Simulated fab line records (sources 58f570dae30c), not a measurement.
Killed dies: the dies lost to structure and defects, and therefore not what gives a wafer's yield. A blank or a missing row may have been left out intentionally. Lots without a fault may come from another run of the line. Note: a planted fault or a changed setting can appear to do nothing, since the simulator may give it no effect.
A single fault, viewed from 2 desks + flow berkeley_cmos170 + every desk sees just its own numbers, and what lay behind them comes last

DESK OF THE TOOL OWNER: furnace-04
The tool's own readings at UCB170_GATE_OXIDATION_01 (target thk 6.6 nm, ox time 1800 s): means of the sampled wafers that have a number, for each lot that ran on this tool. A lot is out of limits, marked OUT, if its mean lies more than 4 standard deviations from the usual mean; the brackets give that distance.
Columns: A = spike_tc_centre_C at UCB170_GATE_OXIDATION_01, usual 852.3 C; B = zone_power_centre_pct at UCB170_GATE_OXIDATION_01, usual 39.3 %; C = zone_power_load_pct at UCB170_GATE_OXIDATION_01, usual 24.3 %
| lot  | first seen here | A               | B              | C    |
|------|-----------------|-----------------|----------------|------|
| L207 | day 7 02:12     | 851.0           | 39.1           | 23.3 |
| L208 | day 7 02:12     | 851.4           | 39.3           | 23.5 |
| L209 | day 7 02:12     | 851.3           | 38.6           | 23.7 |
| L210 | day 8 11:14     | 850.9           | 38.8           | 23.6 |
| L211 | day 8 11:14     | 852.3           | 38.9           | 23.6 |
| L221 | day 10 08:12    | 880.1 (+23) OUT | 49.4 (+11) OUT | 22.0 |
| L222 | day 10 08:12    | 879.8 (+23) OUT | 50.0 (+12) OUT | 22.1 |
This desk finds L221, L222 out of limits, L221 being first, at day 10 08:12 (spike_tc_centre_C at UCB170_GATE_OXIDATION_01). L207, L208, L209, L210, L211 stayed within limits.

FROM THE METROLOGY DESK
Lot by lot, what the gauges showed, no matter which tool ran the lot: averages of those sampled wafers that carry a number. A lot is out of limits, marked OUT, if its mean lies more than 4 standard deviations from the usual mean; the brackets give that distance.
Columns: A = WELLDRIVE_OXIDE_THK at UCB170_WELLDRIVE_THK_MEAS_02, usual 198 nm; B = GATE_OXIDE_THK at UCB170_GATE_THK_MEAS_02, usual 6.54 nm; C = CONTACT_OVL at UCB170_CONTACT_OVL_MEAS_16, usual 1 nm; D = V1_BOW at UCB170_V1_BOW_MEAS_03, usual 19 um
| lot  | first seen here | A   | B               | C  | D  |
|------|-----------------|-----|-----------------|----|----|
| L208 | day 4 04:55     | 199 | 6.40            | 4  | 13 |
| L207 | day 4 11:27     | 198 | 6.53            | -1 | 22 |
| L209 | day 4 11:27     | 196 | 6.46            | 2  | 21 |
| L210 | day 5 07:29     | 197 | 6.53            | -4 | 28 |
| L211 | day 5 07:29     | 194 | 6.40            | 0  | 12 |
| L218 | day 6 23:29     | 199 | 6.34            | 3  | 15 |
| L221 | day 7 10:30     | 194 | 8.02 (+13) OUT  | 5  | 22 |
| L222 | day 7 10:31     | 197 | 7.10 (+5.1) OUT | -1 | 22 |
| L223 | day 7 18:53     | 194 | 6.66            | -4 | 23 |
| L224 | day 7 18:53     | 194 | 6.54            | 3  | 14 |
| L226 | day 8 08:54     | 199 | 6.48            | -0 | 9  |
| L228 | day 8 08:54     | 200 | 6.65            | 1  | 16 |
| L229 | day 8 08:58     | 199 | 6.71            | -3 | 12 |
| L227 | day 8 08:59     | 195 | 6.60            | 1  | 19 |
This desk's result: L221, L222 out of limits, first on L221 (GATE_OXIDE_THK at UCB170_GATE_THK_MEAS_02), day 10 09:42. L208, L207, L209, L210, L211, L218, L223, L224, L226, L228, L229, L227 stayed within limits.

TAKEN TOGETHER
On L221, L222, at day 10 08:12, an alarm was possible from the tool owner's desk.
L221, L222 would have let the metrology desk raise an alarm at day 10 09:42.
UCB170_GATE_OXIDATION_01 was run on furnace-04 by each of the lots named.

WHAT THE SIMULATOR HAD PUT IN
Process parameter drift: furnace-04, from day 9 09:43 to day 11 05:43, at UCB170_GATE_OXIDATION_01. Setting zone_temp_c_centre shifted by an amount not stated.
Lots struck among those shown: L221, L222.
Hours from the fault's start to each desk's first reading out of limits: the tool owner's desk, 22; the metrology desk, 24.
